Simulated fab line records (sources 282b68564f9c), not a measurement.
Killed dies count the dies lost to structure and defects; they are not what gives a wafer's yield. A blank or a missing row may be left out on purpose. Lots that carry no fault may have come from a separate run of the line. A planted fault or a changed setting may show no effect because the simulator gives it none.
One fault through the eyes of 2 desks + flow ritCmos + only its own numbers are on each desk; what lay behind them is given at the end

TOOL OWNER'S DESK, plasmaAsher-01
The tool's own readings at RIT_NWELL_STRIP_09 (strips in O2, time 180 s): means of the sampled wafers that have a number, for each lot that ran on this tool. If a lot's mean is further than 4 standard deviations from the usual mean, the lot is out of limits and carries the mark OUT (the distance appears in the brackets).
Columns: A = drypumpMotorCurrentA at RIT_NWELL_STRIP_09, usual 5.9 A; B = runLengthS at RIT_NWELL_STRIP_09, usual 208.2 s
| lot  | first seen here | A   | B                      |
|------|-----------------|-----|------------------------|
| L179 | day 2 03:34     | 6.2 | 208.6                  |
| L183 | day 3 00:04     | 6.4 | 208.4                  |
| L191 | day 4 15:40     | 6.4 | 208.6                  |
| L193 | day 5 00:38     | 6.4 | 72.2 (-99 or more) OUT |
This desk's verdict: out of limits on L193, starting with L193 at day 5 00:38 (runLengthS at RIT_NWELL_STRIP_09). Within limits: L179, L183, L191.

THE METROLOGY DESK
What the gauges read for every lot (on any tool): the sampled wafers with a number, averaged. If a lot's mean is further than 4 standard deviations from the usual mean, the lot is out of limits and carries the mark OUT (the distance appears in the brackets).
Columns: A = NRETRO_TW at RIT_NRETRO_TW_MEAS_10, usual 1050; B = cdNm at RIT_CONTACT_CD_MEAS_08, usual 999.5 nm; C = M1_BOW at RIT_M1_BOW_MEAS_16, usual 16 um
| lot  | first seen here | A                    | B      | C  |
|------|-----------------|----------------------|--------|----|
| L179 | day 2 12:28     | 1049                 | 1000.1 | 16 |
| L182 | day 3 04:41     | 1040                 | 999.3  | 10 |
| L183 | day 3 08:55     | 1045                 | 998.6  | 9  |
| L184 | day 3 14:20     | 1055                 | 1000.7 | 13 |
| L185 | day 3 18:34     | 1045                 | 997.0  | 17 |
| L186 | day 3 22:23     | 1041                 | 1003.7 | 14 |
| L188 | day 4 08:13     | 1044                 | 997.7  | 17 |
| L189 | day 4 14:42     | 1043                 | 1000.6 | 19 |
| L191 | day 5 01:03     | 1055                 | 1001.7 | 28 |
| L192 | day 5 05:26     | 1057                 | 996.7  | 17 |
| L193 | day 5 11:10     | 31 (-99 or more) OUT | -      | -  |
| L198 | day 6 11:23     | 1040                 | 999.2  | 15 |
| L201 | day 7 04:25     | 1059                 | 1001.4 | 15 |
This desk's finding: out of limits on L193; first on L193, day 5 11:10 (NRETRO_TW at RIT_NRETRO_TW_MEAS_10). Within limits: L179, L182, L183, L184, L185, L186, L188, L189, L191, L192, L198, L201.

PUT TOGETHER
On L193, at day 5 00:38, an alarm was possible from the tool owner's desk.
At day 5 11:10 the metrology desk could have sounded an alarm, on L193.
All the named lots went through RIT_NWELL_STRIP_09 on plasmaAsher-01.

WHAT THE SIMULATOR HAD INSERTED
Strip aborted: plasmaAsher-01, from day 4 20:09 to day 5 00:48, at RIT_NWELL_STRIP_09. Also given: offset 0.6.
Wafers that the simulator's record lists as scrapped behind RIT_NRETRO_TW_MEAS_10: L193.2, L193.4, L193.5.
Shown lots that were struck: L193.
Fault start to first reading out of limits, in hours, per desk: tool owner, 4; metrology, 15.
